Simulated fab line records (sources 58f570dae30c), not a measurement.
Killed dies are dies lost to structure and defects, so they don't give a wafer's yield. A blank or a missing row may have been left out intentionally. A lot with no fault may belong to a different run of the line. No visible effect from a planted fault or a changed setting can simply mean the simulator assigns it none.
Which tool is to blame?    flow berkeley cmos170    route of 331 steps, sampled at 1 step: 7 lots, 21 wafers

## WHAT THE GAUGES READ, wafer by wafer
UCB170_ACTIVE_THK_MEAS_06.
lot   measured     on             ACTIVE_NITRIDE_THK (nm)
L767  day 4 20:20  film metro-02  222.4 223.9 223.2
L771  day 6 01:09  film metro-03  220.3 221.4 221.6
L773  day 6 10:41  film metro-02  220.2 219.4 221.6
L778  day 7 12:29  film metro-02  220.0 219.2 218.6
L782  day 7 23:28  film metro-01  220.9 220.6 218.9
L784  day 8 12:34  film metro-02  221.2 217.5 218.5
L786  day 8 20:55  film metro-02  220.1 219.3 217.9

## WHAT TOOL EACH LOT RAN ON (gives the tool, then ch and the chambers of the sampled wafers, and finally the start)
The record shows no process step preceding these readings.

## THE ANSWER, worked out from the rows above alone
Rule: the usual values come from the lots themselves. The widest of any qualifying gaps counts: lots, ordered by their means at a reading, are off when they make up no more than a third of the lots, leave a main group of 4 or more, and stand apart from it by 3 or more times the standard deviation of that group's means. The tables above print the reading to a certain number of digits; a main group whose means all agree to those digits is not used. A lot without any number at a reading at which 4 lots or more have one is off too. Where the step has rows for the other lots, those lots are counted as sound.
None of the lots is off at any reading shown; this tells nothing.

## WHAT THE SIMULATOR HAD PUT IN
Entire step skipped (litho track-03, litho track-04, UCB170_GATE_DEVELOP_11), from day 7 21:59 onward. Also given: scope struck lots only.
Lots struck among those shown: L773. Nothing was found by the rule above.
